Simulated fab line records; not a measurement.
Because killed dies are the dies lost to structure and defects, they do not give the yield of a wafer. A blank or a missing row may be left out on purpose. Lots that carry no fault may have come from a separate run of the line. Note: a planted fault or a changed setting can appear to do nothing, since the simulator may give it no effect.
What tool caused it?	flow rit-cmos	42 wafers from 14 lots sampled at 3 of the route's 202 steps

WHAT EACH GAUGE READ, for each wafer
RIT_PSD_OVL_MEAS_06. Usual: for PSD_OVL the level is -0.9 nm and the standard deviation is 1.2.
lot	measured	on	PSD_OVL (nm)	flag
L972	day 3 17:25	overlay-01	-1.4 0.5 -0.6	
L973	day 3 23:19	overlay-01	-2.2 -2.1 -1.2	
L975	day 4 04:54	overlay-01	0.3 -2.4 -2.3	
L976	day 4 08:11	overlay-01	-0.6 -0.6 -0.5	
L977	day 4 15:43	overlay-01	-0.8 -2.6 0.1	
L983	day 5 13:59	overlay-01	-0.6 -1.4 -1.8	
L984	day 5 16:49	overlay-02	0.0 0.1 -0.5	
L987	day 6 05:09	overlay-02	-1.5 -2.1 -2.8	
L988	day 6 10:16	overlay-02	0.9 0.2 -2.7	
L989	day 6 13:11	overlay-01	0.3 -1.3 -0.3	
L990	day 6 20:19	overlay-01	-1.4 -1.9 -1.3	
L991	day 7 00:05	overlay-02	-0.1 0.0 -1.4	
L993	day 7 14:38	overlay-02	-2.5 -2.1 -1.6	
L995	day 7 23:49	overlay-01	-2.3 -1.8 -0.6	

WHICH TOOL RAN EACH LOT (tool, then ch and the chambers of the sampled wafers, then the start)
lot	RIT_NLDD_STRIP_09	RIT_PLDD_STRIP_09
L972	plasma-asher-02 ch 0,1, day 3 10:26	plasma-asher-03 ch 0,1, day 3 11:51
L973	plasma-asher-02 ch 0,1, day 3 16:09	plasma-asher-03 ch 0,1, day 3 17:50
L975	plasma-asher-01 ch 0,1, day 3 21:32	plasma-asher-02 ch 0,1, day 3 23:05
L976	plasma-asher-04 ch 0,1, day 4 00:10	plasma-asher-04 ch 0,1, day 4 01:35
L977	plasma-asher-02 ch 0,1, day 4 08:55	plasma-asher-03 ch 0,1, day 4 10:20
L983	plasma-asher-01 ch 0, day 5 06:22	plasma-asher-03 ch 1, day 5 07:57
L984	plasma-asher-02 ch 0, day 5 09:51	plasma-asher-03 ch 0,1, day 5 11:29
L987	plasma-asher-01 ch 0,1, day 5 22:34	plasma-asher-03 ch 1, day 6 00:08
L988	plasma-asher-02 ch 0,1, day 6 03:32	plasma-asher-02 ch 0, day 6 05:04
L989	plasma-asher-02 ch 0,1, day 6 06:23	plasma-asher-04 ch 0,1, day 6 07:56
L990	plasma-asher-04 ch 0,1, day 6 13:31	plasma-asher-02 ch 0,1, day 6 15:04
L991	plasma-asher-02 ch 0,1, day 6 17:25	plasma-asher-02 ch 0,1, day 6 18:53
L993	plasma-asher-04 ch 0,1, day 7 07:57	plasma-asher-04 ch 0,1, day 7 09:29
L995	plasma-asher-04 ch 0,1, day 7 16:55	plasma-asher-03 ch 0,1, day 7 18:28
- RIT_NLDD_STRIP_09: strips in O2, time 180 s.
- RIT_PLDD_STRIP_09: strips in O2, time 180 s.

AS READ BY THE TOOLS THEMSELVES (means over the sampled wafers that have a number; for cases with no such wafer, the mark the record gives instead)
RIT_NLDD_STRIP_09. Usual: drypump-motor-current-A 6.0 A, standard deviation 0.4; rf-refl-power-W 7.1 W, standard deviation 2.
lot	tool	drypump-motor-current-A (A)	rf-refl-power-W (W)	flag
L972	plasma-asher-02	5.9	6.1	
L973	plasma-asher-02	6.1	7.5	
L975	plasma-asher-01	5.7	6.5	
L976	plasma-asher-04	6.3	8.6	
L977	plasma-asher-02	6.1	8.0	
L983	plasma-asher-01	5.6	4.3	
L984	plasma-asher-02	6.3	8.5	
L987	plasma-asher-01	5.6	5.3	
L988	plasma-asher-02	6.1	7.6	
L989	plasma-asher-02	5.9	6.4	
L990	plasma-asher-04	6.3	8.6	
L991	plasma-asher-02	6.1	7.6	
L993	plasma-asher-04	6.3	8.7	
L995	plasma-asher-04	6.3	8.7	

RIT_PLDD_STRIP_09. Usual: drypump-motor-current-A 6.0 A, standard deviation 0.35; rf-refl-power-W 8.1 W, standard deviation 1.9.
lot	tool	drypump-motor-current-A (A)	rf-refl-power-W (W)	flag
L972	plasma-asher-03	5.9	9.1	
L973	plasma-asher-03	5.9	9.3	
L975	plasma-asher-02	5.9	6.5	
L976	plasma-asher-04	6.0	7.1	
L977	plasma-asher-03	5.9	9.3	
L983	plasma-asher-03	6.0	9.2	
L984	plasma-asher-03	5.8	9.5	
L987	plasma-asher-03	6.0	9.1	
L988	plasma-asher-02	6.4	8.6	
L989	plasma-asher-04	6.3	8.3	
L990	plasma-asher-02	6.1	7.7	
L991	plasma-asher-02	6.1	7.3	
L993	plasma-asher-04	6.0	7.0	
L995	plasma-asher-03	5.9	9.3	

THE ANSWER, worked out from the rows above alone
Rule: lot off if the mean of its wafers having a number is beyond 3 standard deviations from the usual mean. A lot without any number at a reading at which 4 lots or more have one is off too. Any other lot the step has rows for is counted as sound. Order of review: gauges by route order, followed by the tools' own readings, for which a lot's mean as printed above is used. The first step at which some lot is off is used, and at that step the reading that is off furthest; a lot without a number counts as furthest.
Across all readings shown, no lot is off: no conclusion can be drawn from this.

WHAT WAS PUT IN BY THE SIMULATOR
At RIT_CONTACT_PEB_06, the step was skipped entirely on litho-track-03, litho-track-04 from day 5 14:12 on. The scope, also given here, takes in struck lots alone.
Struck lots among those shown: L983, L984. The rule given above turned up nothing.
